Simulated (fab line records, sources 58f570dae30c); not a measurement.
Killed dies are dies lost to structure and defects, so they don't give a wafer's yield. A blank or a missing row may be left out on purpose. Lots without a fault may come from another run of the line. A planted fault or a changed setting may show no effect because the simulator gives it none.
fab line records | flow berkeley_cmos170
record lots=5 wafers=15 last_day=13
route steps=331 shown FIELD@89 SACOX@97 SCREENOX@100 NVT@104
lots that met no fault: from a run of the same line without faults
start_h: hours from the record's first day to the start of the lot's first wafer shown | wait_h: hours since the lot's step before | " the same as in the row above | L1.1+2: a row that stands for several wafers | - no value, or no start given | * or withheld: withheld | < > ~ a bound
route shown NAME@n: a module of which the file shows steps, and the number in the route of the first | usual: mean/standard deviation of fault-free wafers | same: alike in all rows | chamber/n: place in a boat | sites: the reading at each site | _std_site: their standard deviation | _edge_site: outer sites' mean less inner sites' | radius_mm: how far each site lies from the wafer's centre | mask NAME#n: copy n | behind: the tool/chamber that last shaped the wafer | hold: why the lot was held/for how many hours/how that ended | device: the transistor (n, p or np) that didn't switch | end of line: the same wafers' tests at the end of the route | a step without rows: its recipe alone | killed: dies lost to structure and defects at the first sort, not the wafer's yield | map: a wafer's dies, x killed, . not, _ none there
set.NAME: the setting as run; set.NAME@STEP: as run at that earlier step | model.NAME: the simulator's own value behind a step, which no gauge read
lots at some steps of the route; a table a step, a row a wafer
services: from which hour (start_h, from the record's first day; less than 0 if before it) a tool's chamber was out of use, for how many hours, and why
## steps
# step UCB170_FIELD_CLEAN_00
# recipe chemistry=dHF dilution=25:1 time_s=7.5
# columns lot.wafer tool chamber start_h wait_h
L077.2+4+6 wet_bench-02 2 109.24 0.2
L082.4+5+6 wet_bench-01 1 141.38 0.1
L086.1+2+5 wet_bench-02 1 160.76 0.7
L087.2+4+6 wet_bench-02 0 160.76 0.4
L094.2+3+6 wet_bench-01 0 207.94 0.0
# step UCB170_FIELD_OXIDATION_01
# recipe temp_c=1000 ambient=H2O p_h2o_torr=584.62 target_thk_a=5583 ox_time_s=7200
# usual zone_power_centre_pct=51/4.2
# columns lot.wafer tool chamber start_h wait_h zone_power_centre_pct
L077.2 furnace-04 0 112.72 3.5 58
L077.4 " 0 " " 57
L077.6 " 0 " " 58
L082.4 furnace-01 0 144.04 2.7 51
L082.5 " 0 " " 52
L082.6 " 0 " " 52
L086.1 furnace-02 0 166.20 5.4 47
L086.2 " 0 " " 46
L086.5 " 0 " " 46
L087.2 furnace-02 0 166.20 5.4 46
L087.4 " 0 " " 47
L087.6 " 0 " " 46
L094.2 furnace-01 0 212.46 4.5 52
L094.3 " 0 " " 52
L094.6 " 0 " " 52
# step UCB170_FIELD_THK_MEAS_02
# recipe reads=SiO2_of_FIELD_OXIDATION_01
# usual FIELD_OXIDE_THK=558/9
# columns lot.wafer tool chamber start_h wait_h FIELD_OXIDE_THK[nm]
L077.2 film_metro-04 - 115.73 0.0 561
L077.4 " - " " 565
L077.6 " - " " 560
L082.4 film_metro-01 - 147.07 0.0 564
L082.5 " - " " 557
L082.6 " - " " 553
L086.1 film_metro-04 - 169.20 0.0 553
L086.2 " - " " 563
L086.5 " - " " 559
L087.2 film_metro-01 - 169.21 0.0 560
L087.4 " - " " 560
L087.6 " - " " 561
L094.2 film_metro-01 - 215.47 0.0 561
L094.3 " - " " 548
L094.6 " - " " 548
# step UCB170_FIELD_ANNEAL_03
# recipe temp_c=1000 time_s=1200 ambient=N2
# usual zone_power_centre_pct=50/3.4
# columns lot.wafer tool chamber start_h wait_h zone_power_centre_pct
L077.2 furnace-04 0 121.22 5.5 59
L077.4 " 0 " " 59
L077.6 " 0 " " 58
L082.4 furnace-01 0 151.31 4.2 51
L082.5 " 0 " " 52
L082.6 " 0 " " 52
L086.1 furnace-01 0 178.42 9.2 51
L086.2 " 0 " " 51
L086.5 " 0 " " 51
L087.2 furnace-01 0 178.42 9.2 52
L087.4 " 0 " " 51
L087.6 " 0 " " 52
L094.2 furnace-01 0 218.31 2.8 52
L094.3 " 0 " " 52
L094.6 " 0 " " 52
# step UCB170_FIELD_WET_ETCH_04
# recipe chemistry=dHF dilution=10:1 target=SiO2 temp_c=25 time_s=60
# columns lot.wafer tool chamber start_h wait_h
L077.2+4+6 wet_bench-02 3 122.55 0.0
L082.4+5+6 wet_bench-02 0 152.64 0.0
L086.1+2+5 wet_bench-03 1 179.76 0.0
L087.2+4+6 wet_bench-03 0 179.76 0.0
L094.2+3+6 wet_bench-02 0 219.65 0.0
# step UCB170_FIELD_WET_ETCH_05
# recipe chemistry=H3PO4 target=Si3N4 temp_c=160 time_s=12600
# columns lot.wafer tool chamber start_h wait_h
L077.2+4+6 wet_bench-01 1 122.57 0.0
L082.4+5+6 wet_bench-02 1 152.66 0.0
L086.1+2+5 wet_bench-03 2 179.78 0.0
L087.2+4+6 wet_bench-03 3 179.78 0.0
L094.2+3+6 wet_bench-02 0 219.68 0.0
# step UCB170_FIELD_WET_ETCH_06
# recipe chemistry=BOE dilution=5:1 target=SiO2 temp_c=25 time_s=22
# columns lot.wafer tool chamber start_h wait_h
L077.2+4+6 wet_bench-02 2 126.49 0.1
L082.4+5+6 wet_bench-02 3 156.56 0.4
L086.1+2+5 wet_bench-01 0 183.29 0.0
L087.2+4+6 wet_bench-01 1 183.29 0.0
L094.2+3+6 wet_bench-02 3 223.25 0.1
# step UCB170_FIELD_THK_MEAS_90
# recipe reads=SiO2_of_FIELD_OXIDATION_01
# usual FIELD_OXIDE_LEFT_1_THK=441/9.3
# columns lot.wafer tool chamber start_h wait_h FIELD_OXIDE_LEFT_1_THK[nm]
L077.2 film_metro-02 - 126.52 0.0 447
L077.4 " - " " 450
L077.6 " - " " 445
L082.4 film_metro-04 - 156.60 0.0 449
L082.5 " - " " 442
L082.6 " - " " 437
L086.1 film_metro-04 - 183.30 0.0 436
L086.2 " - " " 445
L086.5 " - " " 442
L087.2 film_metro-01 - 183.31 0.0 443
L087.4 " - " " 442
L087.6 " - " " 443
L094.2 film_metro-01 - 223.28 0.0 442
L094.3 " - " " 430
L094.6 " - " " 431
# step UCB170_SACOX_CLEAN_00
# recipe chemistry=dHF dilution=25:1 time_s=7.5
# columns lot.wafer tool chamber start_h wait_h
L077.2+4+6 wet_bench-02 2 126.57 0.0
L082.4+5+6 wet_bench-02 3 156.75 0.1
L086.1+2+5 wet_bench-02 2 183.36 0.1
L087.2+4+6 wet_bench-02 1 183.36 0.0
L094.2+3+6 wet_bench-02 0 223.44 0.2
# step UCB170_SACOX_OXIDATION_01
# recipe temp_c=900 ambient=O2 target_thk_a=144 ox_time_s=2400
# usual zone_power_centre_pct=46/4.4
# columns lot.wafer tool chamber start_h wait_h zone_power_centre_pct
L077.2 furnace-02 0 130.46 3.9 41
L077.4 " 0 " " 41
L077.6 " 0 " " 42
L082.4 furnace-01 0 159.41 2.6 46
L082.5 " 0 " " 46
L082.6 " 0 " " 46
L086.1 furnace-04 0 183.80 0.4 52
L086.2 " 0 " " 52
L086.5 " 0 " " 51
L087.2 furnace-04 0 183.80 0.4 51
L087.4 " 0 " " 51
L087.6 " 0 " " 51
L094.2 furnace-02 0 227.01 3.6 41
L094.3 " 0 " " 41
L094.6 " 0 " " 41
# step UCB170_SACOX_THK_MEAS_02
# recipe reads=SiO2_of_SACOX_OXIDATION_01
# usual SACOX_OXIDE_THK=14.3/0.32
# columns lot.wafer tool chamber start_h wait_h SACOX_OXIDE_THK[nm]
L077.2 film_metro-01 - 132.14 0.0 14.0
L077.4 " - " " 13.9
L077.6 " - " " 14.1
L082.4 film_metro-01 - 161.10 0.0 14.3
L082.5 " - " " 14.4
L082.6 " - " " 14.5
L086.1 film_metro-03 - 185.47 0.0 14.7
L086.2 " - " " 14.9
L086.5 " - " " 14.8
L087.2 film_metro-03 - 185.54 0.1 14.3
L087.4 " - " " 14.2
L087.6 " - " " 14.0
L094.2 film_metro-03 - 228.69 0.0 14.8
L094.3 " - " " 14.8
L094.6 " - " " 14.9
# step UCB170_SCREENOX_WET_ETCH_00
# recipe chemistry=dHF dilution=25:1 target=SiO2 temp_c=25 time_s=200
# columns lot.wafer tool chamber start_h wait_h
L077.2+4+6 wet_bench-02 1 132.19 0.0
L082.4+5+6 wet_bench-02 0 161.13 0.0
L086.1+2+5 wet_bench-01 2 185.53 0.1
L087.2+4+6 wet_bench-02 0 185.59 0.0
L094.2+3+6 wet_bench-04 3 228.74 0.0
# step UCB170_SCREENOX_OXIDATION_01
# recipe temp_c=900 ambient=O2 target_thk_a=144 ox_time_s=2400
# usual zone_power_centre_pct=48/3.3
# columns lot.wafer tool chamber start_h wait_h zone_power_centre_pct
L077.2 furnace-02 0 136.48 4.2 41
L077.4 " 0 " " 42
L077.6 " 0 " " 41
L082.4 furnace-01 0 167.92 6.7 46
L082.5 " 0 " " 46
L082.6 " 0 " " 45
L086.1 furnace-04 0 190.82 5.2 51
L086.2 " 0 " " 52
L086.5 " 0 " " 51
L087.2 furnace-04 0 190.82 5.2 51
L087.4 " 0 " " 51
L087.6 " 0 " " 52
L094.2 furnace-01 0 233.75 4.9 46
L094.3 " 0 " " 46
L094.6 " 0 " " 46
# step UCB170_SCREENOX_THK_MEAS_02
# recipe reads=SiO2_of_SCREENOX_OXIDATION_01
# usual SCREENOX_OXIDE_THK=14.28/0.25
# columns lot.wafer tool chamber start_h wait_h SCREENOX_OXIDE_THK[nm]
L077.2 film_metro-01 - 138.16 0.0 14.14
L077.4 " - " " 13.81
L077.6 " - " " 13.89
L082.4 film_metro-03 - 169.62 0.0 13.98
L082.5 " - " " 14.20
L082.6 " - " " 14.15
L086.1 film_metro-02 - 192.49 0.0 14.32
L086.2 " - " " 14.44
L086.5 " - " " 14.44
L087.2 film_metro-02 - 192.56 0.1 14.21
L087.4 " - " " 14.14
L087.6 " - " " 14.14
L094.2 film_metro-03 - 235.42 0.0 14.22
L094.3 " - " " 14.22
L094.6 " - " " 14.15
# step UCB170_SCREENOX_ANNEAL_03
# recipe temp_c=900 time_s=900 ambient=N2
# usual zone_power_centre_pct=46/3.6
# columns lot.wafer tool chamber start_h wait_h zone_power_centre_pct
L077.2 furnace-01 0 141.29 3.1 46
L077.4 " 0 " " 46
L077.6 " 0 " " 45
L082.4 furnace-04 0 178.70 9.1 51
L082.5 " 0 " " 51
L082.6 " 0 " " 50
L086.1 furnace-01 0 195.91 3.4 45
L086.2 " 0 " " 46
L086.5 " 0 " " 46
L087.2 furnace-01 0 195.91 3.3 45
L087.4 " 0 " " 45
L087.6 " 0 " " 45
L094.2 furnace-04 0 239.27 3.8 52
L094.3 " 0 " " 50
L094.6 " 0 " " 51
# step UCB170_NVT_HMDS_00
# recipe prime_time_s=60 prime_temp_c=100
# usual exhaust_pa=45.1/0.88 resist_line_temp_C=23.02/0.11
# columns lot.wafer tool chamber start_h wait_h exhaust_pa resist_line_temp_C
L077.2 litho_track-03 0 142.56 0.0 45.6 23.26
L077.4 " 0 " " 44.6 23.02
L077.6 " 0 " " 44.9 23.10
L082.4 litho_track-03 0 180.54 0.6 45.2 22.97
L082.5 " 0 " " 45.1 23.06
L082.6 " 0 " " 45.0 23.02
L086.1 litho_track-03 0 197.89 0.7 45.3 23.21
L086.2 " 0 " " 45.5 23.29
L086.5 " 0 " " 45.4 22.95
L087.2 litho_track-03 0 198.36 1.2 46.0 23.02
L087.4 " 0 " " 44.5 23.06
L087.6 " 0 " " 45.7 23.00
L094.2 litho_track-02 0 240.55 0.0 44.0 23.00
L094.3 " 0 " " 44.8 23.00
L094.6 " 0 " " 45.3 23.04
# step UCB170_NVT_COAT_01
# recipe resist=KrF spin_rpm=1500 resist_thk_nm=900
# usual exhaust_pa=44.8/0.9 resist_line_temp_C=23.00/0.11
# columns lot.wafer tool chamber start_h wait_h exhaust_pa resist_line_temp_C
L077.2 litho_track-03 0 142.71 0.1 44.8 22.78
L077.4 " 0 " " 44.7 22.94
L077.6 " 0 " " 44.6 22.72
L082.4 litho_track-03 0 180.69 0.1 45.5 22.86
L082.5 " 0 " " 44.4 22.95
L082.6 " 0 " " 44.6 22.96
L086.1 litho_track-03 0 198.04 0.1 43.9 22.96
L086.2 " 0 " " 44.2 23.13
L086.5 " 0 " " 43.2 23.05
L087.2 litho_track-03 0 198.51 0.1 45.9 22.87
L087.4 " 0 " " 45.3 22.99
L087.6 " 0 " " 44.8 22.97
L094.2 litho_track-02 0 240.70 0.1 44.3 23.04
L094.3 " 0 " " 43.6 22.94
L094.6 " 0 " " 43.2 22.92
# step UCB170_NVT_SOFTBAKE_02
# recipe resist=KrF temp_c=130 time_s=60
# usual exhaust_pa=44.9/0.99 resist_line_temp_C=22.99/0.094
# columns lot.wafer tool chamber start_h wait_h exhaust_pa resist_line_temp_C
L077.2 litho_track-03 0 142.86 0.1 43.7 22.93
L077.4 " 0 " " 46.1 23.14
L077.6 " 0 " " 44.9 23.07
L082.4 litho_track-03 0 180.84 0.1 44.0 22.93
L082.5 " 0 " " 44.6 22.92
L082.6 " 0 " " 46.1 23.00
L086.1 litho_track-03 0 198.19 0.1 44.3 23.01
L086.2 " 0 " " 44.5 22.93
L086.5 " 0 " " 45.1 22.94
L087.2 litho_track-03 0 198.66 0.1 45.4 22.96
L087.4 " 0 " " 44.3 23.18
L087.6 " 0 " " 44.8 23.06
L094.2 litho_track-02 0 240.85 0.1 44.5 23.13
L094.3 " 0 " " 44.0 23.19
L094.6 " 0 " " 47.1 23.26
# step UCB170_NVT_EXPOSE_03
# recipe mask_id=PWELL target_cd_nm=3000 na=0.5 sigma_outer=0.6 source_shape=conventional dose_mj=30
# usual focus_offset_nm=-0.1/0.6 stage_vel_mm_s=500.03/0.23
# columns lot.wafer tool chamber start_h wait_h mask focus_offset_nm stage_vel_mm_s
L077.2 krf_scanner-02 0 143.13 0.2 PWELL#0 -0.1 499.84
L077.4 " 0 " " PWELL#0 -0.5 500.11
L077.6 " 0 " " PWELL#0 0.4 499.86
L082.4 krf_scanner-01 0 181.12 0.3 PWELL#0 0.2 500.42
L082.5 " 0 " " PWELL#0 -0.2 500.11
L082.6 " 0 " " PWELL#0 0.4 500.12
L086.1 krf_scanner-01 0 198.34 0.1 PWELL#0 -0.2 499.84
L086.2 " 0 " " PWELL#0 -0.9 500.21
L086.5 " 0 " " PWELL#0 0.7 500.46
L087.2 krf_scanner-01 0 198.81 0.1 PWELL#0 -0.4 499.73
L087.4 " 0 " " PWELL#0 -0.7 500.27
L087.6 " 0 " " PWELL#0 -0.4 499.92
L094.2 krf_scanner-02 0 241.12 0.2 PWELL#0 0.0 500.44
L094.3 " 0 " " PWELL#0 0.2 499.99
L094.6 " 0 " " PWELL#0 0.2 500.23
# step UCB170_NVT_PEB_04
# recipe peb_temp_c=130 peb_time_s=withheld resist=KrF
# usual exhaust_pa=45.0/0.88 resist_line_temp_C=23.00/0.11
# columns lot.wafer tool chamber start_h wait_h exhaust_pa resist_line_temp_C
L077.2 litho_track-02 0 143.46 0.3 45.5 23.10
L077.4 " 0 " " 44.6 23.21
L077.6 " 0 " " 44.9 23.20
L082.4 litho_track-03 0 181.44 0.3 46.5 23.05
L082.5 " 0 " " 45.8 22.77
L082.6 " 0 " " 44.8 23.03
L086.1 litho_track-04 0 199.13 0.8 45.2 23.06
L086.2 " 0 " " 43.7 22.93
L086.5 " 0 " " 44.6 23.09
L087.2 litho_track-03 0 199.64 0.8 46.2 23.03
L087.4 " 0 " " 44.9 23.14
L087.6 " 0 " " 44.9 23.00
L094.2 litho_track-03 0 241.24 0.1 44.4 22.85
L094.3 " 0 " " 44.3 23.11
L094.6 " 0 " " 43.3 22.97
# step UCB170_NVT_DEVELOP_05
# recipe developer=TMAH develop_time_s=45 resist=KrF dev_temp_c=21
# usual exhaust_pa=44.8/0.92 resist_line_temp_C=22.98/0.11
# same develop_time_s=45
# columns lot.wafer tool chamber start_h wait_h exhaust_pa resist_line_temp_C
L077.2 litho_track-02 0 - - 44.6 23.04
L077.4 " 0 " " 45.5 23.00
L077.6 " 0 " " 45.7 23.09
L082.4 litho_track-03 0 - - 45.4 22.98
L082.5 " 0 " " 44.9 22.94
L082.6 " 0 " " 43.7 23.03
L086.1 litho_track-04 0 - - 47.1 23.07
L086.2 " 0 " " 45.4 23.16
L086.5 " 0 " " 46.2 22.90
L087.2 litho_track-03 0 - - 44.7 23.06
L087.4 " 0 " " 44.4 22.94
L087.6 " 0 " " 45.7 23.04
L094.2 litho_track-03 0 - - 44.5 23.13
L094.3 " 0 " " 45.0 22.98
L094.6 " 0 " " 43.8 22.88
# step UCB170_NVT_OVL_MEAS_06
# usual NVT_OVL=-1/5.7
# columns lot.wafer tool chamber start_h wait_h NVT_OVL[nm]
L077.2 overlay-01 - 143.72 - -5
L077.4 " - " " -5
L077.6 " - " " 4
L082.4 overlay-02 - 181.66 - 5
L082.5 " - " " -3
L082.6 " - " " -1
L086.1 overlay-02 - 199.40 - -2
L086.2 " - " " 0
L086.5 " - " " 0
L087.2 overlay-02 - 199.89 - 15
L087.4 " - " " 11
L087.6 " - " " 11
L094.2 overlay-01 - 241.50 - -6
L094.3 " - " " -16
L094.6 " - " " 0
# step UCB170_NVT_IMPLANT_07
# recipe species=BF2 dose_cm2=3e+12 energy_kev=49.15 tilt_deg=7
# usual beam_energy_keV=49.150/0.016 dose_ions_cm2=3.0009e+12/3e+09
# columns lot.wafer tool chamber start_h wait_h beam_energy_keV dose_ions_cm2
L077.2 implanter-03 0 143.77 0.0 49.145 2.9954e+12
L077.4 " 0 " " 49.147 3.0052e+12
L077.6 " 0 " " 49.142 3.002e+12
L082.4 implanter-03 0 181.75 0.1 49.167 3.0005e+12
L082.5 " 0 " " 49.151 2.9969e+12
L082.6 " 0 " " 49.154 2.9911e+12
L086.1 implanter-02 0 199.44 0.0 49.182 3.0004e+12
L086.2 " 0 " " 49.146 3.0035e+12
L086.5 " 0 " " 49.161 3.0041e+12
L087.2 implanter-02 0 199.95 0.0 49.183 3.002e+12
L087.4 " 0 " " 49.190 3.0027e+12
L087.6 " 0 " " 49.176 3.0005e+12
L094.2 implanter-01 0 241.55 0.0 49.164 2.9965e+12
L094.3 " 0 " " 49.165 2.9986e+12
L094.6 " 0 " " 49.148 2.9996e+12
# step UCB170_NVT_STRIP_08
# recipe chemistry=O2 power_w=400 pressure_mtorr=3500 platen_temp_c=withheld o2_flow_sccm=400 overash_fraction=0.5
# usual drypump_motor_current_A=5.8/0.48 oes_product_au=0.735/0.0053 strip_time_to_endpoint_s=21.62/0.065
# columns lot.wafer tool chamber start_h wait_h drypump_motor_current_A oes_product_au rf_hours_counter_h strip_time_to_endpoint_s
L077.2 plasma_asher-04 1 143.90 0.1 5.4 0.739 3 21.69
L077.4 " 1 " " 5.5 0.728 - 21.65
L077.6 " 1 " " 5.5 0.734 - 21.66
L082.4 plasma_asher-03 0 181.86 0.1 6.6 0.739 - 21.65
L082.5 " 0 " " 6.6 0.739 - 21.70
L082.6 " 1 " " 5.7 0.729 - 21.71
L086.1 plasma_asher-04 1 199.59 0.1 5.4 0.743 9 21.78
L086.2 " 0 " " 5.6 0.726 9 21.80
L086.5 " 1 " " 5.5 0.731 - 21.70
L087.2 plasma_asher-03 0 200.07 0.1 6.6 0.736 40 21.57
L087.4 " 0 " " 6.7 0.731 - 21.61
L087.6 " 0 " " 6.7 0.727 - 21.57
L094.2 plasma_asher-02 1 241.68 0.1 6.4 0.734 51 21.60
L094.3 " 0 " " 5.1 0.725 - 21.58
L094.6 " 1 " " 6.4 0.732 - 21.62
## services
# columns tool chamber start_h hours kind
plasma_asher-04 - 108.75 9.0 pm
plasma_asher-04 0 108.75 9.0 vent_cycle
plasma_asher-04 1 108.75 9.0 vent_cycle
plasma_asher-03 - 111.45 2.8 pm
krf_scanner-02 - 113.28 1.0 pm
plasma_asher-03 - 115.00 2.3 repair
plasma_asher-04 0 117.75 - clean
plasma_asher-04 1 117.75 - clean
implanter-01 - 130.59 4.4 pm
implanter-01 - 137.66 1.0 repair
krf_scanner-02 - 138.84 0.8 pm
krf_scanner-01 0 160.78 - calibration
furnace-02 - 174.63 3.0 pm
krf_scanner-02 - 198.03 1.3 pm
furnace-04 - 199.49 4.1 pm
furnace-01 - 201.11 5.9 pm
plasma_asher-03 - 202.20 9.1 repair
implanter-02 - 203.10 0.6 repair
implanter-01 - 207.78 9.2 repair
krf_scanner-01 - 213.39 1.3 pm
implanter-01 - 218.28 3.5 repair
krf_scanner-02 0 222.13 - calibration
furnace-01 - 239.75 3.4 pm
krf_scanner-01 - 240.60 1.0 pm
## key
fault none
